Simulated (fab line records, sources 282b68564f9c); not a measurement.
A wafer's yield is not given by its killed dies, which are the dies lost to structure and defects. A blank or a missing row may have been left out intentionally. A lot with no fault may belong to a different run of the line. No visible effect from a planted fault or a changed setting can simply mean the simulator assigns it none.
Comparing a struck lot with a sound one	flow rit-cmos	15 out of 202 route steps
Sound: these wafers, L560.1, L560.4, L560.5. Struck: wafer L577.1 (L577.2, L577.5, from the same lot, were not struck and are left out); the cause is given at the end.
For every step that has rows: the tool of each side, followed by ch and its chambers, followed by its first start. Under that, the readings that differ: sound wafers	struck wafers	difference of the means	sigmas: that difference in standard deviations of wafers without a fault.
alike: same words and numbers on both sides, and readings whose means sit less than 2 such deviations apart. not compared: any withheld reading, any reading some wafer has no value for, any bound like >300 that may hide the same value, and any number with overlapping values for which the record gives no deviation.
A row with sigmas, a row that says differs or no value, or rows on one side alone: a step with any of these is where the two part. Numbers that don't overlap but have no deviation are shown without sigmas and don't part them. A reading missing from all wafers of one side parts the sides only when that side holds two or more wafers.

RIT_SILICIDE_RTA_06: time 10 s, ramp up 5 s, ramp down 10 s.
  sound on rtp-anneal-02 ch 0, day 4 03:38; struck on rtp-anneal-01 ch 0, day 7 08:08
  alike: wafer_temp_C_max
RIT_CONTACT_CVD_00: deposits SiO2 from TEOS, target thk 400 nm, time 61 s.
  sound on pecvd-04 ch 0,2, day 4 03:43; struck on pecvd-01 ch 0, day 7 08:13
  alike: heater-power-w, susceptor-temp-C
RIT_CONTACT_THK_MEAS_01:
  sound on film-metro-01, day 4 03:46; struck on film-metro-04, day 7 08:16
  alike: CONTACT_TEOS_THK
then, 6 steps without rows for these wafers: RIT_CONTACT_HMDS_02 (prime time 60 s); RIT_CONTACT_COAT_03 (resist thk 1000 nm); RIT_CONTACT_SOFTBAKE_04 (time 60 s); RIT_CONTACT_EXPOSE_05 (exposes mask M11, target cd 1000 nm); RIT_CONTACT_PEB_06; RIT_CONTACT_DEVELOP_07 (develop time 120 s).
RIT_CONTACT_CD_MEAS_08 targets a cd of 1000 nm.
  sound on cd-sem-02, day 4 04:47; struck on cd-sem-01, day 7 09:37
  alike: cd-nm
RIT_CONTACT_OVL_MEAS_09:
  sound on overlay-02, day 4 04:55; struck on overlay-01, day 7 09:44
  alike: CONTACT_OVL
then, 1 step without rows for these wafers: RIT_CONTACT_HARDBAKE_10 (time 60 s).
RIT_CONTACT_ETCH_11: etches SiO2 in CHF3/CF4/Ar, stops on TiSi2, target depth 480 nm, time 320 s.
  sound on rie-diel-04 ch 1,3, day 4 05:05; struck on rie-diel-01 ch 3, day 7 09:55
reading	sound	struck	difference	sigmas
oes-product-au (a.u.)	1.009 1.018 0.997	0.965	-0.043	-4
over-etch-frac	0.2 0.2 0.2	0.7	+0.5	
model.NOVOLAK_of_CONTACT_COAT_03.thk-nm (nm)	764.7 771.9 766.4	715.3	-52.4	
  alike: drypump-motor-current-A, throttle-valve-pct
  not compared: rf-hours-counter-h
RIT_CONTACT_STRIP_12: strips in O2, time 180 s.
  sound on plasma-asher-02 ch 0,1, day 4 05:17; struck on plasma-asher-04 ch 0, day 7 10:07
  alike: drypump-motor-current-A
  not compared: rf-hours-counter-h
RIT_M1_PROBE_99:
  sound on prober-02, day 4 09:57; struck on prober-01, day 7 14:53
reading	sound	struck	difference	sigmas
model.etest.nmos_0p15.junction-log10-a-um	-13.53 -13.54 -13.52	-11.09	+2.44	
model.etest.nmos-narrow.off-log10-a-um	-13.28 -13.14 -13.17	-11.09	+2.11	
model.etest.gate-end-array.leak-log10-a-um	-12.92 -12.95 -12.99	-10.94	+2.01	
model.etest.nmos_0p3.off-log10-a-um	-13.09 -13.15 -13.2	-11.09	+2.06	
model.etest.pmos_0p15.junction-log10-a-um	-13.76 -13.89 -13.85	-12.09	+1.74	
model.etest.contact-diode-array.leak-log10-a (angstrom)	-9.491 -9.501 -9.662	-7.691	+1.860	
model.etest.pmos_0p3.off-log10-a-um	-12.92 -12.93 -12.92	-12.04	+0.88	
model.etest.antenna-contact.gate-log10-a-cm2	-6.327 -6.413 -6.037	-5.949	+0.310	
  alike: killed-at-contacts, killed-at-front-end, killed-dies, killed-open, killed-short

== WHERE THEY PART ==
Only at RIT_CONTACT_ETCH_11, within this record. Later steps at which nothing parts them and some readings are alike: RIT_CONTACT_STRIP_12, RIT_M1_PROBE_99.

WHY: the cause the simulator had injected
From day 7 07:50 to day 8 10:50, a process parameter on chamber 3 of rie-diel-01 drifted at RIT_CONTACT_ETCH_11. From 0.2, the setting over-etch-frac moved by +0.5.
